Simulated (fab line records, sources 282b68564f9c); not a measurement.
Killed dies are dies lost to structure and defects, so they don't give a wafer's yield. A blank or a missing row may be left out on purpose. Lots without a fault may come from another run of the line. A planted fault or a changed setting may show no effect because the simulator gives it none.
fab line records | flow rit_cmos
record lots=13 wafers=39 last_day=7
route steps=202 shown SPACER@128 M1@202
lots that met no fault: from a run of the same line without faults
start_h: hours from the record's first day to the start of the lot's first wafer shown | wait_h: hours since the lot's step before | " the same as in the row above | L1.1+2: a row that stands for several wafers | - no value, or no start given | * or withheld: withheld | < > ~ a bound
route shown NAME@n: a module of which the file shows steps, and the number in the route of the first | usual: mean/standard deviation of fault-free wafers | same: alike in all rows | chamber/n: place in a boat | sites: the reading at each site | _std_site: their standard deviation | _edge_site: outer sites' mean less inner sites' | radius_mm: how far each site lies from the wafer's centre | mask NAME#n: copy n | behind: the tool/chamber that last shaped the wafer | hold: why the lot was held/for how many hours/how that ended | device: the transistor (n, p or np) that didn't switch | end of line: the same wafers' tests at the end of the route | a step without rows: its recipe alone | killed: dies lost to structure and defects at the first sort, not the wafer's yield | map: a wafer's dies, x killed, . not, _ none there
set.NAME: the setting as run; set.NAME@STEP: as run at that earlier step | model.NAME: the simulator's own value behind a step, which no gauge read
steps of the route over a sample of lots; a table a step, a row a wafer
services: from which hour (start_h, from the record's first day; less than 0 if before it) a tool's chamber was out of use, for how many hours, and why
## steps
# step RIT_SPACER_CVD_03
# recipe material=Si3N4 target_thk_nm=250 temp_c=810 precursor=SiH2Cl2/NH3 time_s=3300 pressure_mtorr=300 sih2cl2_flow_sccm=60 nh3_flow_sccm=150
# usual spike_tc_centre_C=811.3/1.1 spike_tc_load_C=836.8/2.2 spike_tc_source_C=833.0/2.2 susceptor_temp_C=810.0/0.36 zone_power_load_pct=22.7/0.45 zone_power_source_pct=20.6/1.3
# same time_s=3300
# columns lot.wafer tool chamber start_h wait_h spike_tc_centre_C spike_tc_load_C spike_tc_source_C susceptor_temp_C zone_power_load_pct zone_power_source_pct
L436.1 lpcvd-01 1 48.36 0.0 812.5 838.8 835.0 810.0 22.8 19.5
L436.2 " 1 " " 810.4 837.8 833.5 810.3 23.3 19.3
L436.5 " 1 " " 812.4 837.0 834.4 810.4 23.0 19.5
L437.3 lpcvd-01 1 51.99 0.0 812.3 837.8 833.7 810.0 23.1 19.7
L437.4 " 1 " " 811.4 839.7 833.4 809.7 22.9 19.7
L437.5 " 1 " " 812.0 840.4 833.3 810.0 23.0 20.2
L439.3 lpcvd-01 1 59.39 0.0 812.4 839.0 833.1 810.6 23.0 19.8
L439.5 " 1 " " 812.0 839.6 833.4 810.4 23.3 19.6
L439.6 " 1 " " 811.6 840.1 832.5 809.9 22.8 19.7
L440.1 lpcvd-02 0 64.93 0.0 807.5 836.3 834.6 810.0 22.9 20.2
L440.4 " 0 " " 810.5 833.1 836.8 810.4 22.4 19.6
L440.5 " 0 " " 810.9 835.3 836.5 809.8 22.8 20.0
L442.2 lpcvd-02 1 81.38 0.0 810.3 831.4 830.7 809.4 23.7 22.8
L442.3 " 1 " " 809.3 834.0 831.6 809.8 22.7 23.1
L442.6 " 1 " " 810.0 834.7 830.9 809.6 23.1 23.1
L443.1 lpcvd-01 0 85.25 1.1 811.8 836.4 830.5 809.6 22.2 21.9
L443.2 " 0 " " 810.8 836.9 830.6 810.3 22.0 22.3
L443.5 " 0 " " 810.8 836.8 830.7 810.1 22.4 21.9
L444.2 lpcvd-01 1 85.25 0.8 812.1 839.2 833.8 809.8 23.0 19.7
L444.3 " 1 " " 813.0 837.8 836.3 810.8 22.9 19.7
L444.5 " 1 " " 811.6 838.6 833.5 810.2 23.0 19.8
L445.1 lpcvd-01 0 93.71 0.0 812.5 838.3 829.8 810.0 21.8 22.7
L445.3 " 0 " " 810.5 836.8 829.4 810.1 22.1 21.9
L445.5 " 0 " " 810.5 838.1 830.7 810.5 22.2 22.2
L446.1 lpcvd-01 0 99.94 0.0 859.3 885.0 879.0 858.5 25.3 25.2
L446.4 " 0 " " 858.8 888.8 876.6 858.4 25.0 25.2
L446.6 " 0 " " 859.4 885.3 878.1 858.3 25.2 25.1
L448.4 lpcvd-02 0 107.98 0.0 812.8 834.9 836.8 809.5 22.5 20.2
L448.5 " 0 " " 809.5 837.0 836.5 810.0 22.3 19.4
L448.6 " 0 " " 810.4 833.8 833.3 810.2 22.4 19.7
L455.2 lpcvd-02 0 141.60 0.0 811.7 834.3 835.7 809.6 22.5 20.4
L455.3 " 0 " " 810.2 834.9 834.0 809.2 22.5 19.8
L455.4 " 0 " " 811.3 834.0 836.1 809.7 22.6 19.9
L456.2 lpcvd-02 0 149.22 0.0 812.2 833.2 835.1 810.5 23.0 20.1
L456.4 " 0 " " 812.1 834.6 836.5 810.1 22.8 19.8
L456.5 " 0 " " 810.8 833.8 835.8 810.7 22.7 19.9
L459.1 lpcvd-02 1 163.48 0.0 808.4 832.7 831.6 809.6 23.0 23.3
L459.3 " 1 " " 811.1 833.8 830.5 809.6 23.2 23.4
L459.4 " 1 " " 808.9 833.1 831.3 809.7 23.6 23.3
# step RIT_SPACER_THK_MEAS_04
# recipe reads=Si3N4_of_SPACER_CVD_03
# usual SPACER_NITRIDE_THK=251.2/2.4
# columns lot.wafer tool chamber start_h wait_h hold SPACER_NITRIDE_THK[nm]
L436.1 film_metro-02 - 51.23 0.0 - 253.4
L436.2 " - " " - 253.6
L436.5 " - " " - 253.3
L437.3 film_metro-02 - 53.93 0.0 - 250.9
L437.4 " - " " - 249.7
L437.5 " - " " - 249.4
L439.3 film_metro-01 - 61.33 0.0 - 249.1
L439.5 " - " " - 249.1
L439.6 " - " " - 250.4
L440.1 film_metro-03 - 67.80 0.0 - 251.6
L440.4 " - " " - 249.7
L440.5 " - " " - 247.7
L442.2 film_metro-03 - 83.31 0.0 - 247.4
L442.3 " - " " - 249.3
L442.6 " - " " - 248.5
L443.1 film_metro-01 - 87.17 0.0 - 253.6
L443.2 " - " " - 251.4
L443.5 " - " " - 252.0
L444.2 film_metro-02 - 87.18 0.0 - 249.5
L444.3 " - " " - 250.2
L444.5 " - " " - 249.1
L445.1 film_metro-03 - 95.63 0.0 - 250.2
L445.3 " - " " - 251.0
L445.5 " - " " - 249.2
L446.1 film_metro-02 - 101.86 0.0 await_dispo/0.2h/release 420.2
L446.4 " - " " await_dispo/0.2h/release 420.7
L446.6 " - " " await_dispo/0.2h/release 420.2
L446.1 film_metro-02 - 102.08 0.2 - 420.0
L446.4 " - " " - 420.9
L446.6 " - " " - 420.1
L448.4 film_metro-02 - 109.92 0.0 - 250.1
L448.5 " - " " - 251.0
L448.6 " - " " - 246.8
L455.2 film_metro-02 - 143.53 0.0 - 248.4
L455.3 " - " " - 247.2
L455.4 " - " " - 248.9
L456.2 film_metro-03 - 151.15 0.0 - 251.3
L456.4 " - " " - 251.6
L456.5 " - " " - 249.7
L459.1 film_metro-03 - 165.40 0.0 - 252.1
L459.3 " - " " - 253.8
L459.4 " - " " - 250.4
# step RIT_M1_PROBE_99
# usual defect_limited_yield=97.3/1.1 killed_at_contacts=0.1/0.28 killed_at_front_end=7.0/2.9 killed_dies=7.0/2.9 killed_open=3.4/2.1 killed_short=3.6/1.7
# same gross_dies=264 killed_at_M0_to_M3=0 killed_at_M4_up=0 killed_at_back_side=0 killed_at_other=0
# columns lot.wafer tool chamber start_h wait_h defect_limited_yield[%] killed_at_contacts killed_at_front_end killed_dies killed_open killed_short
L439.3 prober-01 - 72.46 0.2 95.5 0 12 12 8 4
L439.5 prober-01 - 72.56 0.2 98.1 0 5 5 2 3
L439.6 prober-01 - 72.61 0.2 97.7 0 6 6 3 3
# killed by level:class
L439.3 GATE:geometric_particle:open=4 GATE:geometric_particle:short=3 FOX1:geometric_particle:open=1 REOX:geometric_particle:open=1 SPACER:geometric_particle:open=1 SILICIDE:geometric_particle:open=1 SILICIDE:geometric_particle:short=1
L439.5 SILICIDE:geometric_particle:short=3 GATE:geometric_particle:open=2
L439.6 FOX1:geometric_particle:short=2 GATE:geometric_particle:open=1 REOX:geometric_particle:open=1 REOX:geometric_particle:short=1 SILICIDE:geometric_particle:open=1
## services
# columns tool chamber start_h hours kind
lpcvd-02 - 77.87 0.9 repair
## key
first_sign step=RIT_SPACER_CVD_03 reading=susceptor_temp_C direction=up sigmas=99+ usual=* struck=*
effect step=RIT_SPACER_CVD_03 reading=spike_tc_centre_C direction=up sigmas=42 usual=811.3 struck=859.1
effect step=RIT_SPACER_THK_MEAS_04 reading=visit direction=added
effect step=RIT_SPACER_THK_MEAS_04 reading=SPACER_NITRIDE_THK direction=up sigmas=71 usual=251.2 struck=420.3
met_at RIT_SPACER_CVD_03
struck_lots L446
struck_wafers L446.1,L446.4,L446.6
scrapped_behind RIT_SPACER_THK_MEAS_04 L446.1,L446.4,L446.6
onset_between 93.71 99.94
fault kind=process_parameter_drift tool=lpcvd-01 chamber=0 onset_h=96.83 steps=RIT_SPACER_CVD_03 channel=temp_c offset=* shape=step end_h=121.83 acts_in=* stated=*
